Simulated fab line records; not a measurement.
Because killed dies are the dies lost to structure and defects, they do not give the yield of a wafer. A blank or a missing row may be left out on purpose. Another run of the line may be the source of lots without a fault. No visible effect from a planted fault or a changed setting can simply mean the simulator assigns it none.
The tool behind it: which one? | flow ritCmos | 13 lots with 39 wafers sampled at 4 steps, on a route of 202 steps

== WHAT EACH GAUGE READ, for each wafer ==
RIT_M1_CD_MEAS_09 targets a cd of 2600 nm. Usual: cdNm at 2600.8 nm, with a standard deviation of 1.9.
lot  | measured    | on       | cdNm (nm)            | flag
L439 | day 3 17:47 | cdSem-02 | 2601.9 2600.4 2600.9 | 
L440 | day 4 06:42 | cdSem-02 | 2600.2 2601.5 2601.5 | 
L441 | day 4 19:52 | cdSem-02 | 2601.7 2600.2 2600.6 | 
L444 | day 5 08:11 | cdSem-02 | 2601.4 2603.2 2601.7 | 
L449 | day 6 07:34 | cdSem-01 | 2598.2 2598.4 2597.6 | 
L448 | day 6 11:43 | cdSem-01 | 2603.9 2600.9 2600.7 | 
L451 | day 6 17:23 | cdSem-01 | 2602.6 2602.7 2603.2 | 
L452 | day 6 17:10 | cdSem-02 | 2602.5 2599.6 2599.7 | 
L454 | day 6 21:25 | cdSem-01 | 2599.8 2600.6 2600.5 | 
L455 | day 7 06:10 | cdSem-01 | 2601.0 2598.9 2598.7 | 
L458 | day 7 09:55 | cdSem-02 | 2599.4 2602.3 2599.9 | 
L459 | day 7 17:44 | cdSem-01 | 2600.9 2600.5 2600.2 | 
L462 | day 8 07:19 | cdSem-01 | 2601.7 2600.4 2601.2 | 

RIT_M1_OVL_MEAS_10. Usual: M1_OVL gives -0.3 nm (standard deviation 1.6).
lot  | measured    | on         | M1_OVL (nm)    | flag
L439 | day 3 17:53 | overlay-02 | -0.1 -0.1 2.0  | 
L440 | day 4 06:49 | overlay-01 | -0.5 -0.5 -1.2 | 
L441 | day 4 19:57 | overlay-02 | -2.3 -1.4 -2.8 | 
L444 | day 5 08:16 | overlay-01 | 2.2 0.7 1.0    | 
L449 | day 6 07:39 | overlay-02 | -0.2 -2.4 -0.6 | 
L448 | day 6 11:50 | overlay-01 | -0.5 -4.1 -2.2 | 
L451 | day 6 17:30 | overlay-01 | -1.3 -1.2 -1.2 | 
L452 | day 6 17:16 | overlay-02 | -0.7 0.9 -0.2  | 
L454 | day 6 21:32 | overlay-01 | -1.1 -0.7 -2.8 | 
L455 | day 7 06:17 | overlay-02 | -0.3 0.2 -0.9  | 
L458 | day 7 10:02 | overlay-01 | -0.4 2.2 0.0   | 
L459 | day 7 17:51 | overlay-02 | -1.8 1.6 0.6   | 
L462 | day 8 07:26 | overlay-01 | -2.4 -1.5 0.1  | 

== TOOL THAT RAN EACH LOT (tool first, then ch and the chambers of the sampled wafers, then the start) ==
lot  | RIT_PRETRO_DEVELOP_05           | RIT_CONTACT_CVD_00
L439 | lithoTrack-01 ch 0, day 2 14:00 | pecvd-03 ch 0,1,2, day 3 13:56
L440 | lithoTrack-02 ch 0, day 2 19:00 | pecvd-02 ch 0,1,2, day 4 02:55
L441 | lithoTrack-01 ch 0, day 3 00:00 | pecvd-04 ch 0,1,2, day 4 15:49
L444 | lithoTrack-02 ch 0, day 3 15:00 | pecvd-04 ch 0,1,2, day 5 04:17
L449 | lithoTrack-01 ch 0, day 5 00:00 | pecvd-03 ch 0,1, day 6 03:07
L448 | lithoTrack-01 ch 0, day 5 00:00 | pecvd-02 ch 1,2, day 6 07:37
L451 | lithoTrack-01 ch 0, day 5 09:00 | pecvd-02 ch 1,2, day 6 13:18
L452 | lithoTrack-03 ch 0, day 5 12:00 | pecvd-04 ch 0,1,2, day 6 13:04
L454 | lithoTrack-03 ch 0, day 5 19:00 | pecvd-04 ch 0,1, day 6 17:12
L455 | lithoTrack-03 ch 0, day 6 04:00 | pecvd-03 ch 0,2, day 7 02:05
L458 | lithoTrack-03 ch 0, day 6 08:00 | pecvd-04 ch 0,1,2, day 7 06:02
L459 | lithoTrack-03 ch 0, day 6 14:00 | pecvd-03 ch 0,1,2, day 7 13:50
L462 | lithoTrack-02 ch 0, day 7 03:00 | pecvd-03 ch 0,1,2, day 8 03:29
- RIT_PRETRO_DEVELOP_05: develop time 68 s.
- RIT_CONTACT_CVD_00: deposits SiO2 from TEOS, target thk 400 nm, time 61 s.

== WHAT THE TOOLS THEMSELVES READ (means of the sampled wafers that have a number; where no wafer has one, the mark that the record gives instead) ==
RIT_PRETRO_DEVELOP_05. Usual: chillPlateTempC 22.99 C, standard deviation 0.11; developerTempC 23.02 C, standard deviation 0.12.
lot  | tool          | chillPlateTempC (C) | developerTempC (C) | flag
L439 | lithoTrack-01 | 22.88               | 22.91              | 
L440 | lithoTrack-02 | 23.06               | 22.97              | 
L441 | lithoTrack-01 | 22.87               | 22.96              | 
L444 | lithoTrack-02 | 23.13               | 23.01              | 
L449 | lithoTrack-01 | 23.00               | 22.17              | OFF
L448 | lithoTrack-01 | 23.08               | 22.06              | OFF
L451 | lithoTrack-01 | 22.97               | 22.36              | OFF
L452 | lithoTrack-03 | 22.95               | 22.99              | 
L454 | lithoTrack-03 | 23.15               | 23.01              | 
L455 | lithoTrack-03 | 23.01               | 23.08              | 
L458 | lithoTrack-03 | 22.84               | 23.09              | 
L459 | lithoTrack-03 | 23.10               | 23.00              | 
L462 | lithoTrack-02 | 22.89               | 23.10              | 

RIT_CONTACT_CVD_00. Usual: heaterPowerW at 320 W, with a standard deviation of 57.
lot  | tool     | heaterPowerW (W) | flag
L439 | pecvd-03 | 344              | 
L440 | pecvd-02 | 302              | 
L441 | pecvd-04 | 347              | 
L444 | pecvd-04 | 313              | 
L449 | pecvd-03 | 298              | 
L448 | pecvd-02 | 272              | 
L451 | pecvd-02 | 247              | 
L452 | pecvd-04 | 337              | 
L454 | pecvd-04 | 335              | 
L455 | pecvd-03 | 316              | 
L458 | pecvd-04 | 357              | 
L459 | pecvd-03 | 327              | 
L462 | pecvd-03 | 342              | 

== THE ANSWER, worked out from the rows above alone ==
Rule: a lot counts as off when the mean over its wafers that have a number is more than 3 standard deviations away from the usual mean. A lot without any number at a reading at which 4 lots or more have one is off too. Any other lot the step has rows for is counted as sound. After the gauges, taken in route order, come the tools' own readings; for these a lot's mean is taken, as printed above. At the first step where some lot is off, the reading lying furthest off is the one used; lots without a number count as furthest.
Off at RIT_PRETRO_DEVELOP_05 (developerTempC): L449, L448, L451.
A tool fits if, at that step or a process step before it, it ran every lot that is off, and no sound lot after the first of them. One candidate fits, namely lithoTrack-01 at RIT_PRETRO_DEVELOP_05. A fault onset in the window from L441 (day 3 00:00, its last sound lot) to L449 (day 5 00:00, its first lot off) fits.
The tool's own readings at RIT_PRETRO_DEVELOP_05 bear it out: on the lots that are off they differ by more than 5 times the standard deviation of the sound lots' means. developerTempC reads 22.20 C there against 23.01 C on the sound lots.

== WHAT HAD BEEN PUT IN BY THE SIMULATOR ==
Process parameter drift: lithoTrack-01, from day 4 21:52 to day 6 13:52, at RIT_PRETRO_DEVELOP_05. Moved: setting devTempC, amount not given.
Shown lots that were struck: L449, L448, L451. This agrees with what the rule above found.
